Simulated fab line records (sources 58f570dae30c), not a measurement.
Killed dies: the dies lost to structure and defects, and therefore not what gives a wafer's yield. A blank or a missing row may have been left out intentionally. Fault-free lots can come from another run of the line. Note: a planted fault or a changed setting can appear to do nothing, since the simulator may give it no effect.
fab line records -- flow berkeley_cmos170
[record] lots = 13, wafers = 39, last_day = 12
route steps=331 shown NWELL@26 PWELL@47 PFIELD@88 NVT@107
lots with no fault: from the same line, run without faults
start_h: the number of hours between the record's first day and the start of the first shown wafer of the lot -- wait_h: hours since the lot's step before -- " repeats the value in the row above -- L1.1+2: several wafers, shown together as one row -- - no value present, or no start provided -- * or withheld: withheld -- < > ~ a bound
route shown NAME@n: NAME is a module with steps in the file, n the number in the route of the first one -- usual: mean and standard deviation over wafers with no fault -- same: alike in all rows -- chamber/n: place in a boat -- sites: the reading at each site -- _std_site: their standard deviation -- _edge_site: outer sites' mean less inner sites' -- radius_mm: how far each site lies from the wafer's centre -- mask NAME#n: copy n -- behind: the tool/chamber that last shaped the wafer -- hold: why the lot went on hold/how many hours it stayed there/how the hold came to an end -- device: the transistor (n, p or np) that didn't switch -- end of line: tests run on the same wafers once the route is complete -- a step with no rows: only its recipe -- killed: at the first sort, the dies lost to defects and structure; wafer yield is something else -- map: a wafer's dies, x killed, . not, _ none there
set.NAME: the setting as run; set.NAME@STEP: as run at that earlier step -- model.NAME: the simulator's own value behind a step, which no gauge read
the route's steps for a sample of lots (tables are steps, rows are wafers)
services: a tool's chamber out of use, with start hour (start_h, from the record's first day; less than 0 if before it), hours out, and reason
[[steps]]
[step UCB170_NWELL_OVL_MEAS_12]
[usual] NWELL_OVL = 2/4.8
lot.wafer,tool,chamber,start_h,wait_h,NWELL_OVL[nm]
L343.1,overlay-02,-,27.11,-,7
L343.2,overlay-02,-,27.11,-,-2
L343.5,overlay-02,-,27.11,-,4
L344.2,overlay-01,-,35.67,-,2
L344.5,overlay-01,-,35.67,-,0
L344.6,overlay-01,-,35.67,-,-3
L345.1,overlay-01,-,46.19,-,7
L345.2,overlay-01,-,46.19,-,6
L345.3,overlay-01,-,46.19,-,4
L346.1,overlay-02,-,48.76,-,8
L346.4,overlay-02,-,48.76,-,13
L346.5,overlay-02,-,48.76,-,4
L350.1,overlay-02,-,64.23,-,0
L350.2,overlay-02,-,64.23,-,-1
L350.5,overlay-02,-,64.23,-,5
L359.2,overlay-02,-,108.68,-,1
L359.3,overlay-02,-,108.68,-,4
L359.6,overlay-02,-,108.68,-,3
L360.1,overlay-02,-,113.19,-,0
L360.5,overlay-02,-,113.19,-,-7
L360.6,overlay-02,-,113.19,-,-3
L361.2,overlay-01,-,119.90,-,-1
L361.3,overlay-01,-,119.90,-,1
L361.6,overlay-01,-,119.90,-,12
L362.3,overlay-02,-,123.98,-,3
L362.4,overlay-02,-,123.98,-,6
L362.5,overlay-02,-,123.98,-,0
L364.2,overlay-01,-,132.28,-,1
L364.4,overlay-01,-,132.28,-,0
L364.6,overlay-01,-,132.28,-,2
L363.2,overlay-01,-,132.55,-,6
L363.3,overlay-01,-,132.55,-,7
L363.6,overlay-01,-,132.55,-,4
L365.1,overlay-02,-,140.69,-,8
L365.3,overlay-02,-,140.69,-,7
L365.4,overlay-02,-,140.69,-,4
L366.1,overlay-01,-,146.66,-,6
L366.2,overlay-01,-,146.66,-,-2
L366.4,overlay-01,-,146.66,-,3
[step UCB170_PWELL_OVL_MEAS_13]
[usual] PWELL_OVL = -1/6
lot.wafer,tool,chamber,start_h,wait_h,PWELL_OVL[nm]
L343.1,overlay-01,-,44.60,-,-12
L343.2,overlay-01,-,44.60,-,-3
L343.5,overlay-01,-,44.60,-,0
L344.2,overlay-01,-,55.51,-,4
L344.5,overlay-01,-,55.51,-,6
L344.6,overlay-01,-,55.51,-,8
L345.1,overlay-02,-,64.64,-,-1
L345.2,overlay-02,-,64.64,-,-3
L345.3,overlay-02,-,64.64,-,-2
L346.1,overlay-01,-,64.98,-,-2
L346.4,overlay-01,-,64.98,-,-8
L346.5,overlay-01,-,64.98,-,4
L350.1,overlay-02,-,79.13,-,-7
L350.2,overlay-02,-,79.13,-,-18
L350.5,overlay-02,-,79.13,-,2
L360.1,overlay-01,-,127.14,-,2
L360.5,overlay-01,-,127.14,-,9
L360.6,overlay-01,-,127.14,-,-9
L359.2,overlay-02,-,127.39,-,-3
L359.3,overlay-02,-,127.39,-,-4
L359.6,overlay-02,-,127.39,-,-5
L361.2,overlay-01,-,133.86,-,-9
L361.3,overlay-01,-,133.86,-,2
L361.6,overlay-01,-,133.86,-,-2
L362.3,overlay-01,-,141.45,-,-7
L362.4,overlay-01,-,141.45,-,-1
L362.5,overlay-01,-,141.45,-,-8
L364.2,overlay-01,-,149.10,-,14
L364.4,overlay-01,-,149.10,-,11
L364.6,overlay-01,-,149.10,-,11
L363.2,overlay-02,-,149.34,-,-7
L363.3,overlay-02,-,149.34,-,5
L363.6,overlay-02,-,149.34,-,-4
L365.1,overlay-02,-,158.65,-,-5
L365.3,overlay-02,-,158.65,-,3
L365.4,overlay-02,-,158.65,-,-3
L366.1,overlay-01,-,165.26,-,-8
L366.2,overlay-01,-,165.26,-,0
L366.4,overlay-01,-,165.26,-,-2
[step UCB170_PFIELD_TW_MEAS_09]
[usual] PFIELD_TW = 601/5.7
lot.wafer,tool,chamber,start_h,wait_h,PFIELD_TW
L343.1,film_metro-04,-,71.29,0.1,601
L343.2,film_metro-04,-,71.29,0.1,598
L343.5,film_metro-04,-,71.29,0.1,596
L344.2,film_metro-02,-,80.24,0.1,607
L344.5,film_metro-02,-,80.24,0.1,608
L344.6,film_metro-02,-,80.24,0.1,608
L346.1,film_metro-04,-,93.98,0.1,595
L346.4,film_metro-04,-,93.98,0.1,597
L346.5,film_metro-04,-,93.98,0.1,600
L345.1,film_metro-02,-,94.24,0.1,609
L345.2,film_metro-02,-,94.24,0.1,608
L345.3,film_metro-02,-,94.24,0.1,609
L350.1,film_metro-04,-,109.17,0.1,594
L350.2,film_metro-04,-,109.17,0.1,595
L350.5,film_metro-04,-,109.17,0.1,596
L359.2,film_metro-03,-,160.06,0.1,604
L359.3,film_metro-03,-,160.06,0.1,600
L359.6,film_metro-03,-,160.06,0.1,599
L360.1,film_metro-04,-,160.29,0.1,591
L360.5,film_metro-04,-,160.29,0.1,591
L360.6,film_metro-04,-,160.29,0.1,590
L361.2,film_metro-03,-,169.18,0.1,603
L361.3,film_metro-03,-,169.18,0.1,603
L361.6,film_metro-03,-,169.18,0.1,603
L362.3,film_metro-03,-,169.43,0.1,606
L362.4,film_metro-03,-,169.43,0.1,603
L362.5,film_metro-03,-,169.43,0.1,602
L364.2,film_metro-03,-,180.37,0.1,603
L364.4,film_metro-03,-,180.37,0.1,603
L364.6,film_metro-03,-,180.37,0.1,601
L363.2,film_metro-02,-,180.69,0.1,608
L363.3,film_metro-02,-,180.69,0.1,616
L363.6,film_metro-02,-,180.69,0.1,612
L365.1,film_metro-04,-,189.82,0.1,598
L365.3,film_metro-04,-,189.82,0.1,597
L365.4,film_metro-04,-,189.82,0.1,597
L366.1,film_metro-03,-,201.51,0.1,604
L366.2,film_metro-03,-,201.51,0.1,600
L366.4,film_metro-03,-,201.51,0.1,601
[step UCB170_NVT_EXPOSE_03]
[recipe] mask_id = PWELL, target_cd_nm = 3000, na = 0.5, sigma_outer = 0.6, source_shape = conventional, dose_mj = 30
[usual] exposure_dose_mJ_cm2 = 30.009/0.029, reticle_temp_C = 22.98/0.1
lot.wafer,tool,chamber,start_h,wait_h,mask,exposure_dose_mJ_cm2,reticle_temp_C
L343.1,krf_scanner-02,0,96.44,0.1,PWELL#0,30.034,23.22
L343.2,krf_scanner-02,0,96.44,0.1,PWELL#0,30.051,23.02
L343.5,krf_scanner-02,0,96.44,0.1,PWELL#0,30.048,22.92
L344.2,krf_scanner-01,0,106.26,0.1,PWELL#0,30.037,22.91
L344.5,krf_scanner-01,0,106.26,0.1,PWELL#0,30.016,23.01
L344.6,krf_scanner-01,0,106.26,0.1,PWELL#0,29.994,23.03
L346.1,krf_scanner-01,0,119.44,0.1,PWELL#0,29.996,22.98
L346.4,krf_scanner-01,0,119.44,0.1,PWELL#0,29.986,22.75
L346.5,krf_scanner-01,0,119.44,0.1,PWELL#0,29.996,22.91
L345.1,krf_scanner-01,0,119.98,0.5,PWELL#0,29.963,23.11
L345.2,krf_scanner-01,0,119.98,0.5,PWELL#0,29.952,22.90
L345.3,krf_scanner-01,0,119.98,0.5,PWELL#0,29.936,22.87
L350.1,krf_scanner-01,0,131.16,0.3,PFIELD#0,29.969,23.01
L350.2,krf_scanner-01,0,131.16,0.3,PFIELD#0,29.961,22.81
L350.5,krf_scanner-01,0,131.16,0.3,PFIELD#0,29.970,22.83
L360.1,krf_scanner-02,0,192.52,0.2,PWELL#0,29.999,22.90
L360.5,krf_scanner-02,0,192.52,0.2,PWELL#0,29.991,22.92
L360.6,krf_scanner-02,0,192.52,0.2,PWELL#0,29.966,23.12
L359.2,krf_scanner-01,0,192.78,0.5,PWELL#0,30.018,23.06
L359.3,krf_scanner-01,0,192.78,0.5,PWELL#0,29.939,23.14
L359.6,krf_scanner-01,0,192.78,0.5,PWELL#0,30.020,22.99
L361.2,krf_scanner-01,0,198.46,0.1,PWELL#0,30.015,23.15
L361.3,krf_scanner-01,0,198.46,0.1,PWELL#0,29.975,23.09
L361.6,krf_scanner-01,0,198.46,0.1,PWELL#0,29.960,23.12
L362.3,krf_scanner-02,0,198.79,0.2,PWELL#0,30.023,22.97
L362.4,krf_scanner-02,0,198.79,0.2,PWELL#0,30.034,23.07
L362.5,krf_scanner-02,0,198.79,0.2,PWELL#0,29.983,23.00
L363.2,krf_scanner-02,0,209.09,0.1,PWELL#0,29.984,22.84
L363.3,krf_scanner-02,0,209.09,0.1,PWELL#0,30.020,22.88
L363.6,krf_scanner-02,0,209.09,0.1,PWELL#0,30.013,23.08
L364.2,krf_scanner-01,0,209.34,0.3,PWELL#0,29.991,23.09
L364.4,krf_scanner-01,0,209.34,0.3,PWELL#0,29.988,23.08
L364.6,krf_scanner-01,0,209.34,0.3,PWELL#0,29.988,23.08
L365.1,krf_scanner-01,0,219.09,0.1,PWELL#0,29.986,23.11
L365.3,krf_scanner-01,0,219.09,0.1,PWELL#0,30.007,23.08
L365.4,krf_scanner-01,0,219.09,0.1,PWELL#0,29.963,22.98
L366.1,krf_scanner-02,0,234.90,0.4,PWELL#0,30.016,22.91
L366.2,krf_scanner-02,0,234.90,0.4,PWELL#0,30.018,22.96
L366.4,krf_scanner-02,0,234.90,0.4,PWELL#0,30.021,22.99
[step UCB170_NVT_OVL_MEAS_06]
[usual] NVT_OVL = -2/5.9
lot.wafer,tool,chamber,start_h,wait_h,NVT_OVL[nm]
L343.1,overlay-02,-,96.83,-,-1
L343.2,overlay-02,-,96.83,-,-11
L343.5,overlay-02,-,96.83,-,0
L344.2,overlay-02,-,106.70,-,-18
L344.5,overlay-02,-,106.70,-,-9
L344.6,overlay-02,-,106.70,-,-7
L346.1,overlay-02,-,119.99,-,-3
L346.4,overlay-02,-,119.99,-,-3
L346.5,overlay-02,-,119.99,-,-10
L345.1,overlay-01,-,121.07,-,0
L345.2,overlay-01,-,121.07,-,2
L345.3,overlay-01,-,121.07,-,0
L350.1,overlay-02,-,131.72,-,-
L350.2,overlay-02,-,131.72,-,-
L350.5,overlay-02,-,131.72,-,-
L360.1,overlay-02,-,192.91,-,9
L360.5,overlay-02,-,192.91,-,8
L360.6,overlay-02,-,192.91,-,9
L359.2,overlay-02,-,193.19,-,-6
L359.3,overlay-02,-,193.19,-,1
L359.6,overlay-02,-,193.19,-,-6
L361.2,overlay-01,-,198.84,-,-12
L361.3,overlay-01,-,198.84,-,-6
L361.6,overlay-01,-,198.84,-,-9
L362.3,overlay-02,-,199.16,-,3
L362.4,overlay-02,-,199.16,-,-1
L362.5,overlay-02,-,199.16,-,5
L363.2,overlay-02,-,209.47,-,0
L363.3,overlay-02,-,209.47,-,6
L363.6,overlay-02,-,209.47,-,-7
L364.2,overlay-02,-,209.75,-,-7
L364.4,overlay-02,-,209.75,-,-5
L364.6,overlay-02,-,209.75,-,-2
L365.1,overlay-01,-,219.48,-,-5
L365.3,overlay-01,-,219.48,-,-9
L365.4,overlay-01,-,219.48,-,-5
L366.1,overlay-02,-,235.57,-,12
L366.2,overlay-02,-,235.57,-,8
L366.4,overlay-02,-,235.57,-,2
[step UCB170_NVT_TW_MEAS_09]
[usual] NVT_TW = 523/4.7
lot.wafer,tool,chamber,start_h,wait_h,NVT_TW
L343.1,film_metro-03,-,97.12,0.1,519
L343.2,film_metro-03,-,97.12,0.1,518
L343.5,film_metro-03,-,97.12,0.1,521
L344.2,film_metro-04,-,106.99,0.1,515
L344.5,film_metro-04,-,106.99,0.1,517
L344.6,film_metro-04,-,106.99,0.1,514
L346.1,film_metro-03,-,120.28,0.1,520
L346.4,film_metro-03,-,120.28,0.1,520
L346.5,film_metro-03,-,120.28,0.1,520
L345.1,film_metro-02,-,121.35,0.1,523
L345.2,film_metro-02,-,121.35,0.1,526
L345.3,film_metro-02,-,121.35,0.1,526
L350.1,film_metro-04,-,132.01,0.1,30
L350.2,film_metro-04,-,132.01,0.1,30
L350.5,film_metro-04,-,132.01,0.1,30
L360.1,film_metro-03,-,193.19,0.1,523
L360.5,film_metro-03,-,193.19,0.1,518
L360.6,film_metro-03,-,193.19,0.1,522
L359.2,film_metro-02,-,193.48,0.1,527
L359.3,film_metro-02,-,193.48,0.1,526
L359.6,film_metro-02,-,193.48,0.1,526
L361.2,film_metro-03,-,199.13,0.1,520
L361.3,film_metro-03,-,199.13,0.1,518
L361.6,film_metro-03,-,199.13,0.1,518
L362.3,film_metro-02,-,199.45,0.1,529
L362.4,film_metro-02,-,199.45,0.1,525
L362.5,film_metro-02,-,199.45,0.1,528
L363.2,film_metro-02,-,209.76,0.1,529
L363.3,film_metro-02,-,209.76,0.1,529
L363.6,film_metro-02,-,209.76,0.1,526
L364.2,film_metro-02,-,210.04,0.1,527
L364.4,film_metro-02,-,210.04,0.1,529
L364.6,film_metro-02,-,210.04,0.1,526
L365.1,film_metro-03,-,219.77,0.1,520
L365.3,film_metro-03,-,219.77,0.1,519
L365.4,film_metro-03,-,219.77,0.1,521
L366.1,film_metro-02,-,235.86,0.1,531
L366.2,film_metro-02,-,235.86,0.1,530
L366.4,film_metro-02,-,235.86,0.1,526
[[services]]
tool,chamber,start_h,hours,kind
krf_scanner-02,-,87.56,1.0,pm
krf_scanner-01,-,99.35,0.8,pm
krf_scanner-02,-,110.43,3.6,pm
krf_scanner-02,0,114.86,-,calibration
krf_scanner-01,0,115.25,-,calibration
krf_scanner-01,-,118.36,0.5,repair
krf_scanner-01,-,128.20,0.4,repair
krf_scanner-01,-,139.13,1.3,pm
krf_scanner-02,-,155.64,4.4,pm
krf_scanner-01,-,189.05,1.0,pm
krf_scanner-02,-,203.03,1.3,pm
krf_scanner-01,-,210.41,1.0,repair
[[key]]
[first_sign] step = UCB170_NVT_EXPOSE_03, reading = mask, direction = changed
[effect] step = UCB170_NVT_OVL_MEAS_06, reading = NVT_OVL, direction = missing
[effect] step = UCB170_NVT_TW_MEAS_09, reading = NVT_TW, direction = down, sigmas = 99+, usual = 523, struck = 30
met_at UCB170_NVT_EXPOSE_03
struck_lots L350
sort_left_out L350.1,L350.2,L350.5
tester_left_out L350
not_acting_at UCB170_NWELL_OVL_MEAS_12,UCB170_PWELL_OVL_MEAS_13,UCB170_PFIELD_TW_MEAS_09
onset_between 119.98 131.16
[fault] kind = wrong_mask, tool = any, chamber = -, onset_h = 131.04, steps = UCB170_NVT_EXPOSE_03, aux_copy = PFIELD#0, scope = struck_lots_only
// tester_left_out: of these lots the tester's yield and bins aren't shown, on N5 and GAA mostly nor the transistor test; their killed dies are dies lost to structure and defects alone, not to doping, threshold or leakage, so they don't give the yield
// sort_left_out: the simulated sort isn't trusted on such a fault, so these wafers' sort isn't shown, and their yield isn't known
